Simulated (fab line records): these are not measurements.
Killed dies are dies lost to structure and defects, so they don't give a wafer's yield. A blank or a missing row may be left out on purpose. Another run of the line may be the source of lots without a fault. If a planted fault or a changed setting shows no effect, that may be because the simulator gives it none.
What tool caused it? | flow ritCmos | 12 lots, 36 wafers sampled, at 2 steps of a route of 202

## WHAT THE GAUGES SHOWED, per wafer
The record holds no reading of a measuring or inspecting step that can be judged against a usual standard deviation.

## TOOL THAT RAN EACH LOT (tool first, then ch and the chambers of the sampled wafers, then the start)
lot  | RIT_NWELL_IMPLANT_08           | RIT_M1_PROBE_99
L802 | implanter-02 ch 0, day 1 20:34 | -
L803 | implanter-03 ch 0, day 2 01:34 | -
L804 | implanter-04 ch 0, day 2 07:17 | -
L805 | implanter-03 ch 0, day 2 12:22 | -
L806 | implanter-04 ch 0, day 2 16:38 | -
L807 | implanter-03 ch 0, day 2 21:38 | -
L816 | implanter-03 ch 0, day 4 18:47 | -
L817 | implanter-03 ch 0, day 5 01:44 | -
L819 | implanter-04 ch 0, day 5 09:58 | -
L821 | implanter-04 ch 0, day 5 22:07 | prober-01, day 7 13:37
L824 | implanter-02 ch 0, day 6 12:11 | -
L825 | implanter-04 ch 0, day 6 17:56 | -
- RIT_NWELL_IMPLANT_08
- RIT_M1_PROBE_99

## AS READ BY THE TOOLS THEMSELVES (means over the sampled wafers that have a number; for cases with no such wafer, the mark the record gives instead)
RIT_NWELL_IMPLANT_08. Usual: beamEnergyKeV 169.99, standard deviation 0.056; beamOnS 9.99 s, standard deviation 0.19; faradayCurrentUA 159, standard deviation 3.2; tiltDeg 7.000 degrees, standard deviation 0.021.
lot  | tool         | beamEnergyKeV | beamOnS (s) | faradayCurrentUA | tiltDeg (degrees) | flag
L802 | implanter-02 | 169.98        | 9.88        | 160              | 6.980             | 
L803 | implanter-03 | 170.04        | 10.04       | 157              | 6.977             | 
L804 | implanter-04 | 169.92        | 9.89        | 160              | 6.994             | 
L805 | implanter-03 | 170.02        | 10.09       | 157              | 6.984             | 
L806 | implanter-04 | 170.02        | 9.78        | 162              | 6.988             | 
L807 | implanter-03 | 170.01        | 10.07       | 158              | 7.051             | 
L816 | implanter-03 | 162.68        | 10.13       | 156              | 7.015             | OFF
L817 | implanter-03 | 162.72        | 10.11       | 157              | 6.997             | OFF
L819 | implanter-04 | 169.90        | 9.96        | 160              | 6.988             | 
L821 | implanter-04 | 169.90        | 9.90        | 160              | 7.034             | 
L824 | implanter-02 | 169.92        | 9.97        | 159              | 6.996             | 
L825 | implanter-04 | 170.07        | 9.74        | 163              | 6.991             | 

RIT_M1_PROBE_99. Usual: killed_at_M0_to_M3 0.0, standard deviation 0.16; killedAtContacts 0.1, standard deviation 0.25; killedAtFrontEnd 7, standard deviation 3.1; killedDies 7, standard deviation 3.1; killedOpen 3.6, standard deviation 2; killedShort 3.5, standard deviation 2.
lot  | tool      | killed_at_M0_to_M3 | killedAtContacts | killedAtFrontEnd | killedDies | killedOpen | killedShort | flag
L821 | prober-01 | 0.0                | 0.0              | 6                | 6          | 4.0        | 2.3         | 

## THE ANSWER, worked out from the rows above alone
Rule: lot off if the mean of its wafers having a number is beyond 3 standard deviations from the usual mean. A lot without any number at a reading at which 4 lots or more have one is off too. All remaining lots with rows at the step are treated as sound. Order of review: gauges by route order, followed by the tools' own readings, for which a lot's mean as printed above is used. At the first step where some lot is off, the reading lying furthest off is the one used; lots without a number count as furthest.
Off at RIT_NWELL_IMPLANT_08 (beamEnergyKeV): L816, L817.
If a tool, at that step or one of the process steps before it, ran each lot that is off and ran no sound lot following the first of them, it fits. One fits: implanter-03 at RIT_NWELL_IMPLANT_08. A fault onset in the window from L807 (day 2 21:38, its last sound lot) to L816 (day 4 18:47, its first lot off) fits.
On the lots that are off, the tool's own readings at RIT_NWELL_IMPLANT_08 differ by more than 5 times the standard deviation of the sound lots' means, which bears it out; beamEnergyKeV reads 162.70 there versus 169.98 on the sound lots.

## WHAT THE SIMULATOR HAD PUT IN
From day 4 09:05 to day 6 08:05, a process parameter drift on implanter-03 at RIT_NWELL_IMPLANT_08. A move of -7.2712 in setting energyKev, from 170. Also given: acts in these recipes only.
Struck lots among those shown: L816, L817. The rule above found the same.
